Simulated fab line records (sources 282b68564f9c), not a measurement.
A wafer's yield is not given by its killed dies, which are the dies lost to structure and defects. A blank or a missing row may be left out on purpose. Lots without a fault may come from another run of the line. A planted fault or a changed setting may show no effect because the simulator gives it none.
The tool behind it: which one? / flow ritCmos / 7 lots, 21 wafers sampled, at 2 steps of a route of 202

WHAT EACH GAUGE READ, for each wafer
RIT_NLDD_TW_MEAS_10.
lot=L685; measured=day 3 09:37; on=filmMetro-03; NLDD_TW=2504 2509 2498
lot=L688; measured=day 4 00:08; on=filmMetro-04; NLDD_TW=2484 2485 2479
lot=L692; measured=day 4 19:46; on=filmMetro-01; NLDD_TW=2479 2485 2489
lot=L694; measured=day 5 07:17; on=filmMetro-03; NLDD_TW=2506 2517 2505
lot=L696; measured=day 5 16:09; on=filmMetro-04; NLDD_TW=2453 2441 2452
lot=L698; measured=day 6 01:31; on=filmMetro-03; NLDD_TW=2308 2287 2299
lot=L704; measured=day 7 09:52; on=filmMetro-04; NLDD_TW=2485 2455 2446

WHAT TOOL EACH LOT RAN ON (gives the tool, then ch and the chambers of the sampled wafers, and finally the start)
lot=L685; RIT_NLDD_IMPLANT_08=implanter-01 ch 0, day 3 09:17
lot=L688; RIT_NLDD_IMPLANT_08=implanter-01 ch 0, day 3 23:50
lot=L692; RIT_NLDD_IMPLANT_08=implanter-02 ch 0, day 4 19:26
lot=L694; RIT_NLDD_IMPLANT_08=implanter-03 ch 0, day 5 07:01
lot=L696; RIT_NLDD_IMPLANT_08=implanter-03 ch 0, day 5 15:50
lot=L698; RIT_NLDD_IMPLANT_08=implanter-02 ch 0, day 6 01:12
lot=L704; RIT_NLDD_IMPLANT_08=implanter-03 ch 0, day 7 09:32
- RIT_NLDD_IMPLANT_08

THE ANSWER, worked out from the rows above alone
Rule: what is usual is taken from the lots themselves. Put in order of their means at a reading, lots are off if they are a third of the lots or fewer, leave a main group of 4 or more, and stand apart from it by a gap of 3 or more times the standard deviation of the main group's means; of several such gaps the widest counts. If all means in a main group match to the digits the tables above print for the reading, that group is not used. A lot without any number at a reading at which 4 lots or more have one is off too. Any other lot the step has rows for is counted as sound.
Off: L698, at RIT_NLDD_TW_MEAS_10 (NLDD_TW). The main group has a mean of 2482 with a standard deviation of 21.
A tool fits if, at a process step before that reading, it ran every lot that is off, and no sound lot after the first of them. The gauges at RIT_NLDD_TW_MEAS_10 are tried like those tools. This does not decide it: 2 tools fit, namely implanter-02 at RIT_NLDD_IMPLANT_08 and filmMetro-03 at RIT_NLDD_TW_MEAS_10.

WHAT THE SIMULATOR HAD INSERTED
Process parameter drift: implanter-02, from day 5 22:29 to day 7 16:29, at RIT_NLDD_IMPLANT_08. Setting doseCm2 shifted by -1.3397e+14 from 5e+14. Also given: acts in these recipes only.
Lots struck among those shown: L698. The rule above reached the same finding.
